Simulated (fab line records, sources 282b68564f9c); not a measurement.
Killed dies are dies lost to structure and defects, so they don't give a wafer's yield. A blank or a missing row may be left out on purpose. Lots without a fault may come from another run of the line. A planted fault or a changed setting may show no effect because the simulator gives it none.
Tool commonality check | flow rit_cmos | 15 lots, 54 wafers sampled

WHY IT WAS OPENED
At RIT_NSD_TW_MEAS_10 the reading NSD_TW is flagged on 3 of 15 lots. Wafers without a fault read 3117, standard deviation 29.
Rule: a lot is flagged when every wafer of it that has a number lies more than 4 standard deviations from that mean, or none has a number. The other lots count as sound.

lot  | measured    | on            | NSD_TW, wafer by wafer        | flag
L693 | day 3 00:16 | film_metro-02 | 3104 3087 3095                |
L695 | day 3 13:47 | film_metro-01 | 3127 3130 3131                |
L696 | day 3 18:05 | film_metro-02 | 3090 3101 3085                |
L698 | day 4 01:35 | film_metro-02 | 3098 3093 3096                |
L699 | day 4 08:43 | film_metro-01 | 3149 3166 3156                |
L701 | day 4 16:24 | film_metro-01 | 3149 3169 3139                |
L703 | day 5 03:55 | film_metro-02 | 3101 3119 3095                |
L704 | day 5 07:22 | film_metro-01 | 3145 3156 3164                |
L705 | day 5 11:02 | film_metro-03 | 3269 3263 3263 3273 3262 3277 | FLAGGED
L706 | day 5 16:22 | film_metro-02 | 3273 3276 3281 3274 3292 3292 | FLAGGED
L707 | day 5 20:46 | film_metro-03 | 3269 3260 3265 3271 3245 3287 | FLAGGED
L709 | day 6 11:45 | film_metro-01 | 3154 3165 3153                |
L711 | day 6 17:07 | film_metro-01 | 3131 3163 3155                |
L715 | day 7 14:00 | film_metro-03 | 3080 3082 3066                |
L716 | day 7 17:57 | film_metro-01 | 3146 3145 3155                |
The numbers of the flagged lots are 3272 on average: +155 against the usual, or +5 standard deviations.

WHICH TOOL RAN EACH LOT
The record holds 2 process steps before the reading, out of a route of 202 steps. In each cell: the tool, then ch and the chambers that the sampled wafers went through, then the start.
lot  | flag    | RIT_PLDD_COAT_01                 | RIT_NSD_STRIP_09
L693 |         | litho_track-03 ch 0, day 2 18:55 | plasma_asher-01 ch 0,1, day 3 00:08
L695 |         | litho_track-03 ch 0, day 3 08:32 | plasma_asher-01 ch 0,1, day 3 13:39
L696 |         | litho_track-01 ch 0, day 3 12:50 | plasma_asher-03 ch 0, day 3 17:53
L698 |         | litho_track-02 ch 0, day 3 20:07 | plasma_asher-02 ch 0,1, day 4 01:23
L699 |         | litho_track-02 ch 0, day 4 03:28 | plasma_asher-01 ch 0,1, day 4 08:31
L701 |         | litho_track-02 ch 0, day 4 11:04 | plasma_asher-03 ch 0,1, day 4 16:16
L703 |         | litho_track-02 ch 0, day 4 22:23 | plasma_asher-01 ch 1, day 5 03:45
L704 |         | litho_track-01 ch 0, day 5 02:02 | plasma_asher-01 ch 0,1, day 5 07:11
L705 | FLAGGED | litho_track-01, day 5 05:54      | plasma_asher-03 ch 0,1, day 5 10:52
L706 | FLAGGED | litho_track-01, day 5 10:55      | plasma_asher-01 ch 0,1, day 5 16:11
L707 | FLAGGED | litho_track-02, day 5 15:39      | plasma_asher-01 ch 0,1, day 5 20:38
L709 |         | litho_track-02 ch 0, day 6 05:56 | plasma_asher-03 ch 0,1, day 6 11:34
L711 |         | litho_track-01 ch 0, day 6 11:59 | plasma_asher-02 ch 0,1, day 6 16:56
L715 |         | litho_track-01 ch 0, day 7 08:17 | plasma_asher-02 ch 0,1, day 7 13:51
L716 |         | litho_track-03 ch 0, day 7 12:44 | plasma_asher-02 ch 0,1, day 7 17:46
What these steps do:
- RIT_PLDD_COAT_01: resist thk 1000 nm.
- RIT_NSD_STRIP_09: strips in O2, time 180 s.
- RIT_NSD_TW_MEAS_10

FLAGGED OVER TOTAL, TOOL BY TOOL (the gauges that took the reading come last)
step               | tool            | lots run | flagged | share of the flagged lots | sound lots run after its first flagged lot
RIT_PLDD_COAT_01   | litho_track-01  | 6        | 2       | some                      | 2 (L711,L715)
RIT_PLDD_COAT_01   | litho_track-02  | 6        | 1       | some                      | 1 (L709)
RIT_PLDD_COAT_01   | litho_track-03  | 3        | 0       | none                      | -
RIT_NSD_STRIP_09   | plasma_asher-01 | 7        | 2       | some                      | 0
RIT_NSD_STRIP_09   | plasma_asher-02 | 4        | 0       | none                      | -
RIT_NSD_STRIP_09   | plasma_asher-03 | 4        | 1       | some                      | 1 (L709)
RIT_NSD_TW_MEAS_10 | film_metro-01   | 7        | 0       | none                      | -
RIT_NSD_TW_MEAS_10 | film_metro-02   | 5        | 1       | some                      | 0
RIT_NSD_TW_MEAS_10 | film_metro-03   | 3        | 2       | some                      | 1 (L715)

WHAT THE TABLE ALLOWS
No row of the table ran every flagged lot.

WHAT THE SIMULATOR HAD PUT IN
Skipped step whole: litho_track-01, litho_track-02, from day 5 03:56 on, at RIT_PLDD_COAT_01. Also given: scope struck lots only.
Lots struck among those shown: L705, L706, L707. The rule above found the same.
